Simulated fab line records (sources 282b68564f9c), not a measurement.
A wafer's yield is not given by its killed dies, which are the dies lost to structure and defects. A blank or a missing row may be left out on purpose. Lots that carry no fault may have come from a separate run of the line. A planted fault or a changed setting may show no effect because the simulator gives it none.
A struck lot beside a sound one ; flow rit cmos ; 32 out of 202 route steps
Sound: the wafers L894.1, L894.2, L894.6. Wafers L895.1, L895.3, L895.4 were the ones struck. The cause is given at the end.
At each step with rows: each side's tool, then ch and its chambers, then its first start. Under that, the readings that differ: sound wafers ; struck wafers ; difference of the means ; sigmas: that difference in standard deviations of wafers without a fault.
alike: readings with means less than 2 such deviations apart, plus words and numbers identical on both sides. not compared: withheld readings, readings lacking a value on some wafer, bounds such as >300 that could conceal the same value, and numbers that have no deviation in the record and whose values overlap.
Wherever a step has rows on one side only, a row that says differs or no value, or a row with sigmas, the two part there. Numbers that have no deviation but don't overlap get no sigmas and don't part them. Lack of a reading on every wafer of one side parts them only where that side has two or more wafers.

first, 2 steps without rows for these wafers: RIT_ACTIVE_CLEAN_17 (cleans in SC2, time 600 s); RIT_FOX1_OXIDATION_00 (target thk 350.7 nm, ox time 1130 s).
RIT_FOX1_THK_MEAS_01:
  sound: film metro-02 at day 2 03:37; struck: film metro-02 at day 2 11:55
reading;sound;struck;difference;sigmas
FOX1_OXIDE_THK (nm);359 363 362;351 343 349;-14;-2
then, 2 steps without rows for these wafers: RIT_FOX1_WET_ETCH_02 (etches SiO2 in BOE, target depth 350 nm, time 390 s); RIT_FOX2_OXIDATION_00 (target thk 350.7 nm, ox time 1130 s).
RIT_FOX2_THK_MEAS_01:
  sound: film metro-03 at day 2 05:07; struck: film metro-04 at day 2 16:15
  alike: FOX2_OXIDE_THK
then, 2 steps without rows for these wafers: RIT_FOX2_CLEAN_02 (cleans in dHF, time 180 s); RIT_FOX2_WET_ETCH_03 (etches Si3N4 in H3PO4, target depth 195 nm, time 2700 s).
RIT_FOX2_THK_MEAS_90:
  sound: film metro-03 at day 2 05:59; struck: film metro-02 at day 2 17:11
  alike: FIELD_OXIDE_LEFT_1_THK
then, 3 steps without rows for these wafers: RIT_NWELL_HMDS_00 (prime time 60 s); RIT_NWELL_COAT_01 (resist thk 1300 nm); RIT_NWELL_SOFTBAKE_02 (time 60 s).
RIT_NWELL_EXPOSE_03: exposes mask M2, target cd 43900 nm.
  sound on iline stepper-01 ch 0, day 2 06:37; struck on iline stepper-02 ch 0, day 2 17:50
reading;sound;struck;difference;sigmas
mask;M2#0 M2#0 M2#0;M3#0 M3#0 M3#0;differs;
  alike: focus offset nm
then, 2 steps without rows for these wafers: RIT_NWELL_PEB_04; RIT_NWELL_DEVELOP_05 (develop time 68 s).
RIT_NWELL_OVL_MEAS_06:
  sound: overlay-02 at day 2 07:03; struck: overlay-01 at day 2 18:16
reading;sound;struck;difference;sigmas
NWELL_OVL (nm);2.1 1.5 0.0;- - -;no value on the struck wafers;
then, 2 steps without rows for these wafers: RIT_NWELL_HARDBAKE_07 (time 120 s); RIT_NWELL_IMPLANT_08.
RIT_NWELL_STRIP_09: strips in O2, time 180 s.
  sound on plasma asher-04 ch 0,1, day 2 07:29; struck on plasma asher-04 ch 0,1, day 2 18:41
  alike: chamber pressure mTorr, drypump motor current A
  not compared: rf hours counter h
RIT_NWELL_TW_MEAS_10:
  sound: film metro-04 at day 2 07:40; struck: film metro-04 at day 2 18:52
reading;sound;struck;difference;sigmas
NWELL_TW;2141 2119 2145;30 30 30;-2105;-96
then, 6 steps without rows for these wafers: RIT_PWELL_HMDS_00 (prime time 60 s); RIT_PWELL_COAT_01 (resist thk 1300 nm); RIT_PWELL_SOFTBAKE_02 (time 60 s); RIT_PWELL_EXPOSE_03 (exposes mask M3, target cd 43700 nm); RIT_PWELL_PEB_04; RIT_PWELL_DEVELOP_05 (develop time 68 s).
RIT_PWELL_OVL_MEAS_06:
  sound: overlay-01 at day 2 08:40; struck: overlay-01 at day 2 19:49
  alike: PWELL_OVL
then, 2 steps without rows for these wafers: RIT_PWELL_HARDBAKE_07 (time 120 s); RIT_PWELL_IMPLANT_08.
RIT_PWELL_STRIP_09: strips in O2, time 180 s.
  sound on plasma asher-03 ch 0,1, day 2 09:06; struck on plasma asher-02 ch 0,1, day 2 20:15
  alike: chamber pressure mTorr, drypump motor current A
  not compared: rf hours counter h
RIT_PWELL_TW_MEAS_10:
  sound: film metro-04 at day 2 09:17; struck: film metro-04 at day 2 20:26
reading;sound;struck;difference;sigmas
PWELL_TW;952 950 951;2199 2185 2196;+1242;+99 or more
then, 1 step without rows for these wafers: RIT_WELLDRIVE_ANNEAL_00 (time 14700 s).

== WHERE THEY PART ==
At RIT_FOX1_THK_MEAS_01 first; at RIT_PWELL_TW_MEAS_10 last (within this record only).

WHY: what the simulator had put in
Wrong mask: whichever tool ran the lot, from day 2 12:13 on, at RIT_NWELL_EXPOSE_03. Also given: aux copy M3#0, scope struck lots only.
